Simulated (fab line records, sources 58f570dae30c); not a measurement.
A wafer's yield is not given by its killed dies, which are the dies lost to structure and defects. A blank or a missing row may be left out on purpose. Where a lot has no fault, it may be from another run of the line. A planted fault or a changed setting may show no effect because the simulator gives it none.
fab line records -- flow berkeley-cmos170
[record] lots = 5, wafers = 15, last-day = 11
route steps=331 shown CONTACT@225
lots untouched by any fault: they come from a run of this same line in which no faults occurred
start-h: the number of hours between the record's first day and the start of the first shown wafer of the lot -- wait-h: hours since the lot's step before -- " same as the row above -- L1.1+2: a row that stands for several wafers -- - no value, or no start was given -- * or withheld: withheld -- < > ~ a bound
route shown NAME@n: NAME is a module with steps in the file, n the number in the route of the first one -- usual: mean/standard deviation taken from wafers without a fault -- same: alike in all rows -- chamber/n: place in a boat -- sites: per-site readings -- _std_site: how widely they spread, as a standard deviation -- _edge_site: the outer-site mean with the inner-site mean subtracted -- radius-mm: for every site, how far away it sits from the centre of the wafer -- mask NAME#n: copy n -- behind: the tool/chamber that last shaped the wafer -- hold: what put the lot on hold/how long, in hours/how the hold closed -- device: which transistor (n, p or np) failed to switch -- end of line: tests run on the same wafers once the route is complete -- a step without rows: its recipe alone -- killed: at the first sort, the dies lost to defects and structure; wafer yield is something else -- map: dies across one wafer; x = killed, . = not, _ = none there
set.NAME: setting as actually run; set.NAME@STEP: the setting as run at that earlier step -- model.NAME: the simulator's own value behind a step, which no gauge read
certain route steps with their lots: each step a table, each wafer a row
services: when a tool's chamber went out of use (start-h, in hours from the record's first day, below 0 if earlier), for how many hours, and the reason
[[steps]]
[step UCB170_CONTACT_COAT_09]
[recipe] resist = BARC, temp-c = withheld, time-s = withheld, spin-rpm = 3000, resist-thk-nm = withheld
[usual] chill-plate-temp-C = *, exhaust-pa = 44.9/0.9
lot.wafer,tool,chamber,start-h,wait-h,chill-plate-temp-C,exhaust-pa
L078.1,litho-track-01,0,166.64,0.1,*,44.8
L078.2,litho-track-01,0,166.64,0.1,*,44.9
L078.4,litho-track-01,0,166.64,0.1,*,44.7
L076.1,litho-track-04,0,169.44,0.4,*,45.5
L076.3,litho-track-04,0,169.44,0.4,*,44.3
L076.5,litho-track-04,0,169.44,0.4,*,44.4
L082.2,litho-track-02,0,201.52,0.1,*,44.3
L082.3,litho-track-02,0,201.52,0.1,*,43.8
L082.4,litho-track-02,0,201.52,0.1,*,45.4
L083.1,litho-track-01,0,202.78,0.1,*,43.0
L083.3,litho-track-01,0,202.78,0.1,*,43.1
L083.6,litho-track-01,0,202.78,0.1,*,43.6
L090.2,litho-track-02,0,233.87,0.1,*,46.1
L090.3,litho-track-02,0,233.87,0.1,*,44.8
L090.6,litho-track-02,0,233.87,0.1,*,44.9
[step UCB170_CONTACT_COAT_10]
[recipe] resist = KrF, spin-rpm = 1500, resist-thk-nm = 900
[usual] chill-plate-temp-C = 22.99/0.095, exhaust-pa = 44.9/0.95
lot.wafer,tool,chamber,start-h,wait-h,chill-plate-temp-C,exhaust-pa
L078.1,litho-track-01,0,-,-,23.01,44.0
L078.2,litho-track-01,0,-,-,23.00,44.0
L078.4,litho-track-01,0,-,-,22.94,43.6
L076.1,litho-track-04,0,-,-,22.93,44.8
L076.3,litho-track-04,0,-,-,22.86,44.5
L076.5,litho-track-04,0,-,-,22.80,44.1
L082.2,litho-track-02,0,-,-,23.13,44.6
L082.3,litho-track-02,0,-,-,22.89,44.5
L082.4,litho-track-02,0,-,-,23.01,45.0
L083.1,litho-track-01,0,-,-,23.17,44.6
L083.3,litho-track-01,0,-,-,22.90,44.7
L083.6,litho-track-01,0,-,-,23.08,45.2
L090.2,litho-track-02,0,-,-,23.09,45.9
L090.3,litho-track-02,0,-,-,23.17,45.8
L090.6,litho-track-02,0,-,-,23.04,43.9
[step UCB170_CONTACT_SOFTBAKE_11]
[recipe] resist = KrF, temp-c = 130, time-s = 60
[usual] chill-plate-temp-C = 23.06/0.13, exhaust-pa = 44.9/0.9
lot.wafer,tool,chamber,start-h,wait-h,chill-plate-temp-C,exhaust-pa
L078.1,litho-track-01,0,-,-,22.77,44.6
L078.2,litho-track-01,0,-,-,22.94,44.3
L078.4,litho-track-01,0,-,-,22.73,44.5
L076.1,litho-track-04,0,-,-,23.10,44.5
L076.3,litho-track-04,0,-,-,23.13,44.5
L076.5,litho-track-04,0,-,-,23.05,44.9
L082.2,litho-track-02,0,-,-,22.92,44.5
L082.3,litho-track-02,0,-,-,23.02,45.0
L082.4,litho-track-02,0,-,-,23.10,44.0
L083.1,litho-track-01,0,-,-,23.19,44.0
L083.3,litho-track-01,0,-,-,22.97,43.7
L083.6,litho-track-01,0,-,-,23.02,44.7
L090.2,litho-track-02,0,-,-,23.15,46.5
L090.3,litho-track-02,0,-,-,23.07,44.7
L090.6,litho-track-02,0,-,-,23.06,44.0
[step UCB170_CONTACT_EXPOSE_12]
[recipe] mask-id = CONT, target-cd-nm = 700, na = 0.5, sigma-outer = 0.6, source-shape = conventional, dose-mj = 35
lot.wafer,tool,chamber,start-h,wait-h,mask
L078.1+2+4,krf-scanner-02,0,167.09,-,CONT#0
L076.1+3+5,krf-scanner-01,0,170.21,-,CONT#0
L082.2+3+4,krf-scanner-01,0,202.09,-,CONT#0
L083.1+3+6,krf-scanner-01,0,204.80,-,CONT#0
L090.2+3+6,krf-scanner-01,0,234.44,-,CONT#0
[step UCB170_CONTACT_PEB_13]
[recipe] peb-temp-c = 130, peb-time-s = withheld, resist = KrF
[usual] chill-plate-temp-C = 23.00/0.092, exhaust-pa = 44.9/0.97
lot.wafer,tool,chamber,start-h,wait-h,chill-plate-temp-C,exhaust-pa
L078.1,litho-track-02,0,167.42,0.3,22.96,45.1
L078.2,litho-track-02,0,167.42,0.3,22.98,45.4
L078.4,litho-track-02,0,167.42,0.3,23.01,46.1
L076.1,litho-track-01,0,170.32,0.1,23.03,44.0
L076.3,litho-track-01,0,170.32,0.1,23.08,45.0
L076.5,litho-track-01,0,170.32,0.1,23.01,44.3
L082.2,litho-track-04,0,202.21,0.1,22.98,46.1
L082.3,litho-track-04,0,202.21,0.1,22.88,45.6
L082.4,litho-track-04,0,202.21,0.1,23.05,46.4
L083.1,litho-track-04,0,204.92,0.1,22.96,45.5
L083.3,litho-track-04,0,204.92,0.1,22.92,45.5
L083.6,litho-track-04,0,204.92,0.1,23.04,43.6
L090.2,litho-track-04,0,234.84,0.4,22.87,43.8
L090.3,litho-track-04,0,234.84,0.4,22.98,43.6
L090.6,litho-track-04,0,234.84,0.4,23.04,43.9
[step UCB170_CONTACT_DEVELOP_14]
[recipe] developer = TMAH, develop-time-s = 45, resist = KrF, dev-temp-c = 21
[usual] chill-plate-temp-C = 23.01/0.096, exhaust-pa = 45.1/0.84
lot.wafer,tool,chamber,start-h,wait-h,chill-plate-temp-C,exhaust-pa
L078.1,litho-track-02,0,-,-,22.90,45.1
L078.2,litho-track-02,0,-,-,22.93,46.5
L078.4,litho-track-02,0,-,-,22.97,45.4
L076.1,litho-track-01,0,-,-,23.16,46.3
L076.3,litho-track-01,0,-,-,23.03,47.2
L076.5,litho-track-01,0,-,-,23.11,46.4
L082.2,litho-track-04,0,-,-,23.07,46.3
L082.3,litho-track-04,0,-,-,23.09,45.2
L082.4,litho-track-04,0,-,-,23.10,45.3
L083.1,litho-track-04,0,-,-,22.94,44.1
L083.3,litho-track-04,0,-,-,23.07,45.3
L083.6,litho-track-04,0,-,-,22.82,45.7
L090.2,litho-track-04,0,-,-,23.10,45.8
L090.3,litho-track-04,0,-,-,23.16,46.1
L090.6,litho-track-04,0,-,-,23.08,45.1
[step UCB170_CONTACT_CD_MEAS_15]
[recipe] target-cd-nm = 700
[usual] cd-nm = 700.2/1.3
lot.wafer,tool,chamber,start-h,wait-h,cd-nm
L078.1,cd-sem-01,-,167.70,-,698.3
L078.2,cd-sem-01,-,167.70,-,699.4
L078.4,cd-sem-01,-,167.70,-,698.8
L076.1,cd-sem-01,-,170.74,-,700.3
L076.3,cd-sem-01,-,170.74,-,698.9
L076.5,cd-sem-01,-,170.74,-,700.8
L082.2,cd-sem-01,-,202.48,-,700.4
L082.3,cd-sem-01,-,202.48,-,700.2
L082.4,cd-sem-01,-,202.48,-,700.3
L083.1,cd-sem-02,-,205.20,-,701.6
L083.3,cd-sem-02,-,205.20,-,701.8
L083.6,cd-sem-02,-,205.20,-,701.1
L090.2,cd-sem-02,-,235.11,-,698.9
L090.3,cd-sem-02,-,235.11,-,699.7
L090.6,cd-sem-02,-,235.11,-,700.0
[step UCB170_CONTACT_OVL_MEAS_16]
[usual] CONTACT_OVL = 1/6.1
lot.wafer,tool,chamber,start-h,wait-h,CONTACT_OVL[nm]
L078.1,overlay-02,-,167.82,0.1,-11
L078.2,overlay-02,-,167.82,0.1,-6
L078.4,overlay-02,-,167.82,0.1,-10
L076.1,overlay-02,-,170.86,0.1,-1
L076.3,overlay-02,-,170.86,0.1,-2
L076.5,overlay-02,-,170.86,0.1,5
L082.2,overlay-01,-,202.59,0.1,-3
L082.3,overlay-01,-,202.59,0.1,8
L082.4,overlay-01,-,202.59,0.1,0
L083.1,overlay-02,-,205.32,0.1,-2
L083.3,overlay-02,-,205.32,0.1,0
L083.6,overlay-02,-,205.32,0.1,4
L090.2,overlay-01,-,235.21,0.1,-3
L090.3,overlay-01,-,235.21,0.1,2
L090.6,overlay-01,-,235.21,0.1,-3
[step UCB170_CONTACT_ETCH_17]
[recipe] chemistry = N2/H2, target-depth-a = withheld, overetch-a = withheld, target = BARC, time-s = withheld, source-w = 500, bias-w = 100, pressure-mtorr = 30, n2-flow-sccm = 100, h2-flow-sccm = 200
[usual] drypump-motor-current-A = 5.6/0.44, oes-product-au = 1.000/0.016, throttle-valve-pct = 13.26/0.18
lot.wafer,tool,chamber,start-h,wait-h,drypump-motor-current-A,oes-product-au,throttle-valve-pct
L078.1,rie-diel-04,0,167.85,0.0,6.2,0.995,13.51
L078.2,rie-diel-04,3,167.85,0.0,6.1,1.010,12.89
L078.4,rie-diel-04,0,167.85,0.0,6.2,0.985,13.52
L076.1,rie-diel-02,1,170.89,0.0,5.9,1.006,13.29
L076.3,rie-diel-02,2,170.89,0.0,6.0,0.987,13.16
L076.5,rie-diel-02,2,170.89,0.0,6.0,0.996,13.15
L082.2,rie-diel-01,2,202.62,0.0,5.5,1.025,13.45
L082.3,rie-diel-01,0,202.62,0.0,5.4,1.017,13.47
L082.4,rie-diel-01,3,202.62,0.0,6.1,0.984,13.42
L083.1,rie-diel-02,0,205.35,0.0,4.8,0.972,13.34
L083.3,rie-diel-02,2,205.35,0.0,6.0,0.994,13.16
L083.6,rie-diel-02,3,205.35,0.0,5.9,1.015,13.21
L090.2,rie-diel-01,3,235.24,0.0,6.0,1.004,13.42
L090.3,rie-diel-01,0,235.24,0.0,5.4,1.024,13.49
L090.6,rie-diel-01,1,235.24,0.0,5.2,1.010,13.11
[step UCB170_CONTACT_ETCH_18]
[recipe] chemistry = CHF3/CF4/Ar, target = PSG, stop-on = TiSi2, CHF3_flow_sccm = 45, cf4-flow-sccm = 15, Ar_flow_sccm = 150, pressure-mtorr = 200, rf-w = 700, target-depth-a = 8400, over-etch-frac = 0.2, time-s = 195
[usual] CHF3_flow_sccm = 45.01/0.14, drypump-motor-current-A = 5.6/0.44, oes-product-au = 0.895/0.014, throttle-valve-pct = 6.92/0.12
lot.wafer,tool,chamber,start-h,wait-h,CHF3_flow_sccm,drypump-motor-current-A,oes-product-au,rf-hours-counter-h,throttle-valve-pct
L078.1,rie-diel-04,0,-,-,44.84,6.2,0.890,15,7.08
L078.2,rie-diel-04,3,-,-,45.09,6.1,0.889,85,6.68
L078.4,rie-diel-04,0,-,-,45.09,6.2,0.895,-,7.08
L076.1,rie-diel-02,1,-,-,44.94,5.9,0.901,149,6.98
L076.3,rie-diel-02,2,-,-,45.30,6.0,0.884,40,6.85
L076.5,rie-diel-02,2,-,-,45.16,6.0,0.882,-,6.84
L082.2,rie-diel-01,2,-,-,44.83,5.5,0.910,111,7.00
L082.3,rie-diel-01,0,-,-,45.02,5.4,0.906,49,7.11
L082.4,rie-diel-01,3,-,-,44.94,6.0,0.872,82,7.03
L083.1,rie-diel-02,0,-,-,44.93,4.8,0.876,114,6.97
L083.3,rie-diel-02,2,-,-,45.09,6.0,0.895,42,6.86
L083.6,rie-diel-02,3,-,-,45.19,5.8,0.912,-,6.89
L090.2,rie-diel-01,3,-,-,44.96,6.0,0.877,84,7.04
L090.3,rie-diel-01,0,-,-,44.75,5.4,0.914,50,7.09
L090.6,rie-diel-01,1,-,-,45.12,5.2,0.902,-,6.83
[step UCB170_CONTACT_STRIP_19]
[recipe] chemistry = O2, power-w = 400, pressure-mtorr = 3500, platen-temp-c = withheld, o2-flow-sccm = 400, overash-fraction = 0.5
[usual] drypump-motor-current-A = 5.8/0.66, oes-product-au = 0.726/0.0046
lot.wafer,tool,chamber,start-h,wait-h,drypump-motor-current-A,oes-product-au,rf-hours-counter-h
L078.1,plasma-asher-01,0,168.02,-,4.7,0.728,39
L078.2,plasma-asher-01,1,168.02,-,5.5,0.728,39
L078.4,plasma-asher-01,0,168.02,-,4.8,0.733,-
L076.1,plasma-asher-04,1,171.06,-,6.0,0.727,7
L076.3,plasma-asher-04,1,171.06,-,6.1,0.732,-
L076.5,plasma-asher-04,0,171.06,-,6.7,0.722,-
L082.2,plasma-asher-01,1,202.78,-,5.5,0.717,43
L082.3,plasma-asher-01,0,202.78,-,4.8,0.729,-
L082.4,plasma-asher-01,1,202.78,-,5.5,0.723,-
L083.1,plasma-asher-04,0,205.52,-,6.7,0.733,11
L083.3,plasma-asher-04,0,205.52,-,6.7,0.725,-
L083.6,plasma-asher-04,1,205.52,-,6.1,0.729,-
L090.2,plasma-asher-04,0,235.41,-,6.7,0.730,14
L090.3,plasma-asher-04,0,235.41,-,6.7,0.729,-
L090.6,plasma-asher-04,0,235.41,-,6.7,0.729,-
[[services]]
tool,chamber,start-h,hours,kind
plasma-asher-01,-,157.65,0.6,repair
rie-diel-01,-,160.03,1.0,repair
rie-diel-04,1,165.43,3.0,repair
rie-diel-01,1,165.58,-,clean
rie-diel-01,1,165.58,19.2,scheduled-down
rie-diel-01,1,165.58,19.2,vent-cycle
krf-scanner-02,-,187.76,0.4,repair
rie-diel-02,1,189.88,-,clean
rie-diel-02,1,189.88,18.7,scheduled-down
rie-diel-02,1,189.88,18.7,vent-cycle
krf-scanner-02,-,193.20,0.8,pm
krf-scanner-01,-,194.13,0.8,pm
krf-scanner-02,-,194.90,1.0,pm
krf-scanner-02,0,214.66,-,calibration
krf-scanner-01,0,222.14,-,calibration
krf-scanner-01,-,229.34,1.0,pm
[[key]]
fault none
